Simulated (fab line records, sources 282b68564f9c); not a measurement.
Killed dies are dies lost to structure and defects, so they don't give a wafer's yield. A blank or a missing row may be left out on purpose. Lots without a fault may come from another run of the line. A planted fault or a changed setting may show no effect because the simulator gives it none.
Which tool did it? | flow rit_cmos | 14 lots, 42 wafers sampled, at 3 steps of a route of 202

WHAT THE GAUGES READ, wafer by wafer
RIT_NSD_TW_MEAS_10. Usual: NSD_TW 3135, standard deviation 34.
lot  | measured    | on            | NSD_TW         | flag
L246 | day 3 16:12 | film_metro-03 | 3172 3176 3176 |
L248 | day 3 21:53 | film_metro-01 | 3089 3107 3096 |
L247 | day 3 22:15 | film_metro-03 | 3147 3168 3174 |
L249 | day 4 03:52 | film_metro-03 | 3157 3156 3153 |
L250 | day 4 07:14 | film_metro-03 | 3145 3152 3142 |
L251 | day 4 14:41 | film_metro-03 | 3153 3159 3163 |
L252 | day 4 16:55 | film_metro-03 | 3168 3168 3163 |
L254 | day 4 20:08 | film_metro-03 | 3144 3136 3158 |
L257 | day 5 13:05 | film_metro-04 | 1654 1660 1664 | OFF
L258 | day 5 15:43 | film_metro-01 | 3073 3083 3075 |
L260 | day 5 23:20 | film_metro-04 | 1657 1648 1641 | OFF
L266 | day 7 07:09 | film_metro-04 | 3114 3112 3107 |
L267 | day 7 13:43 | film_metro-01 | 3060 3082 3083 |
L268 | day 7 19:03 | film_metro-03 | 3172 3161 3169 |

RIT_SDANNEAL_RS_MEAS_05: measures by four-point-probe. Usual: NSD_RS 84.40 ohm/sq, standard deviation 0.27.
lot  | measured    | on            | NSD_RS (ohm/sq)      | flag
L246 | day 3 18:34 | film_metro-01 | 84.83 84.87 84.61    |
L248 | day 4 00:10 | film_metro-04 | 83.93 83.81 83.92    |
L247 | day 4 00:34 | film_metro-01 | 84.81 84.64 84.91    |
L249 | day 4 06:10 | film_metro-04 | 84.44 84.38 84.44    |
L250 | day 4 09:25 | film_metro-03 | 84.25 84.17 84.52    |
L251 | day 4 16:51 | film_metro-01 | 84.36 84.40 84.34    |
L252 | day 4 18:57 | film_metro-04 | 84.46 84.43 84.25    |
L254 | day 4 22:41 | film_metro-04 | 84.72 84.65 85.04    |
L257 | day 5 15:07 | film_metro-03 | 488.86 477.94 485.23 | OFF
L258 | day 5 17:58 | film_metro-01 | 84.58 84.42 84.43    |
L260 | day 6 01:25 | film_metro-03 | 488.85 494.01 495.69 | OFF
L266 | day 7 09:11 | film_metro-03 | 84.21 84.26 84.33    |
L267 | day 7 15:47 | film_metro-04 | 84.46 84.47 84.64    |
L268 | day 7 21:16 | film_metro-03 | 84.11 84.18 84.36    |

WHICH TOOL RAN EACH LOT (tool, then ch and the chambers of the sampled wafers, then the start)
lot  | RIT_NSD_IMPLANT_08
L246 | implanter-02 ch 0, day 3 15:54
L248 | implanter-02 ch 0, day 3 21:34
L247 | implanter-03 ch 0, day 3 21:56
L249 | implanter-03 ch 0, day 4 03:32
L250 | implanter-03 ch 0, day 4 06:55
L251 | implanter-01 ch 0, day 4 14:23
L252 | implanter-02 ch 0, day 4 16:36
L254 | implanter-03 ch 0, day 4 19:49
L257 | implanter-03 ch 0, day 5 12:46
L258 | implanter-01 ch 0, day 5 15:24
L260 | implanter-03 ch 0, day 5 23:01
L266 | implanter-01 ch 0, day 7 06:49
L267 | implanter-01 ch 0, day 7 13:26
L268 | implanter-02 ch 0, day 7 18:46
- RIT_NSD_IMPLANT_08

WHAT THE TOOLS THEMSELVES READ (means of the sampled wafers that have a number; where no wafer has one, the mark that the record gives instead)
RIT_NSD_IMPLANT_08. Usual: dose_ions_cm2 1e+15, standard deviation 1.3e+12; end_station_pressure_torr 7.5e-06 Torr, standard deviation 3.8e-07; faraday_current_uA 3123, standard deviation 64.
lot  | tool         | dose_ions_cm2 | end_station_pressure_torr (Torr) | faraday_current_uA | flag
L246 | implanter-02 | 1e+15         | 7.2e-06                          | 3067               |
L248 | implanter-02 | 1e+15         | 7.6e-06                          | 3099               |
L247 | implanter-03 | 1e+15         | 7.5e-06                          | 3157               |
L249 | implanter-03 | 1e+15         | 7.2e-06                          | 3178               |
L250 | implanter-03 | 1e+15         | 7.7e-06                          | 3104               |
L251 | implanter-01 | 1e+15         | 7.6e-06                          | 3092               |
L252 | implanter-02 | 1e+15         | 7.4e-06                          | 3156               |
L254 | implanter-03 | 1e+15         | 7.6e-06                          | 3105               |
L257 | implanter-03 | 1e+14         | 5.3e-06                          | 311                | OFF
L258 | implanter-01 | 1e+15         | 7.4e-06                          | 3185               |
L260 | implanter-03 | 1e+14         | 5.4e-06                          | 322                | OFF
L266 | implanter-01 | 1e+15         | 7.3e-06                          | 3150               |
L267 | implanter-01 | 1e+15         | 7.5e-06                          | 3110               |
L268 | implanter-02 | 1e+15         | 7.4e-06                          | 3148               |

THE ANSWER, worked out from the rows above alone
Rule: a lot is off if the mean of its wafers that have a number lies more than 3 standard deviations from the usual mean. A lot without any number at a reading at which 4 lots or more have one is off too. The other lots that the step has rows for count as sound. The gauges are gone through in route order, then the tools' own readings, and for those a lot's mean is taken as printed above. The first step at which some lot is off is used, and at that step the reading that is off furthest; a lot without a number counts as furthest.
Off: L257, L260, at RIT_NSD_TW_MEAS_10 (NSD_TW).
A tool fits if, at a process step before that reading, it ran every lot that is off, and no sound lot after the first of them. The gauges at RIT_NSD_TW_MEAS_10 aren't tried: what is off there is off at RIT_SDANNEAL_RS_MEAS_05 too, on other tools, and a gauge's error can't cause that. One fits: implanter-03 at RIT_NSD_IMPLANT_08. Its last sound lot is L254 (day 4 19:49), its first lot that is off L257 (day 5 12:46): a fault that began between those two fits.
The tool's own readings at RIT_NSD_IMPLANT_08 bear it out: on the lots that are off they differ by more than 5 times the standard deviation of the sound lots' means. dose_ions_cm2 reads 1e+14 there against 1e+15 on the sound lots; end_station_pressure_torr reads 5.3e-06 Torr there against 7.4e-06 Torr on the sound lots; faraday_current_uA reads 316 there against 3129 on the sound lots.

WHAT THE SIMULATOR HAD PUT IN
Process parameter drift: implanter-03, from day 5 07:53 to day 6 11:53, at RIT_NSD_IMPLANT_08. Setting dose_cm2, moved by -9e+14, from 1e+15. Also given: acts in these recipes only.
Lots struck among those shown: L257, L260. The rule above found the same.
